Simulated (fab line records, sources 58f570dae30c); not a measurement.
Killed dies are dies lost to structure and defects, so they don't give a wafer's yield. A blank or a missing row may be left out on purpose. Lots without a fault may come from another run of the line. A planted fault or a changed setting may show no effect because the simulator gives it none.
Chamber matching | flow berkeley_cmos170 | UCB170_V1_ETCH_14 on rie_diel-04: 4 sister chambers
The step etches SiO2 in CHF3/CF4/Ar, stops on Al, target depth 1250 nm, time 291 s. 8 wafers are shown with their chamber, then 7 later ones without.

WAFERS WITH THEIR CHAMBER
wafer  | chamber | throttle_valve_pct (%) | CHF3_flow_sccm (sccm)
L804.5 | 3       | 7.06                   | 45.17
L803.5 | 3       | 7.07                   | 45.05
L805.3 | 2       | 7.00                   | 44.68
L807.3 | 0       | 6.85                   | 44.78
L807.5 | 1       | 6.91                   | 44.83
L807.6 | 0       | 6.87                   | 44.84
L810.1 | 2       | 7.00                   | 44.98
L810.2 | 1       | 6.93                   | 45.13

WAFERS WITHOUT THEIR CHAMBER
wafer  | throttle_valve_pct (%) | CHF3_flow_sccm (sccm)
L810.5 | 6.85                   | 45.09
L814.3 | 6.84                   | 45.21
L814.4 | 6.93                   | 44.94
L814.5 | 7.07                   | 45.00
L822.1 | 7.01                   | 44.89
L822.5 | 7.06                   | 45.03
L822.6 | 6.86                   | 44.77

WHICH CHAMBER EACH WENT THROUGH
wafer  | from the rows above | in truth
L810.5 | 0                   | 0
L814.3 | 0                   | 0
L814.4 | 1                   | 1
L814.5 | 3                   | 3
L822.1 | 2                   | 2
L822.5 | 3                   | 3
L822.6 | 0                   | 0
Placed correctly: 7 of 7. Can't be placed from these rows: 0. Placed wrongly: 0.
How it was worked out, from the rows above alone: a wafer's distance from a chamber is the root of the sum, over the readings, of the square of ((its reading less the chamber's mean) divided by the reading's scatter). The wafer belongs to the nearest chamber; if the next one is less than 2 further off, it can't be placed. A chamber's mean is the mean of its shown wafers. The scatter: the root of (the sum of the squares of (reading less its chamber's mean) over the shown wafers, divided by (wafers less chambers)).
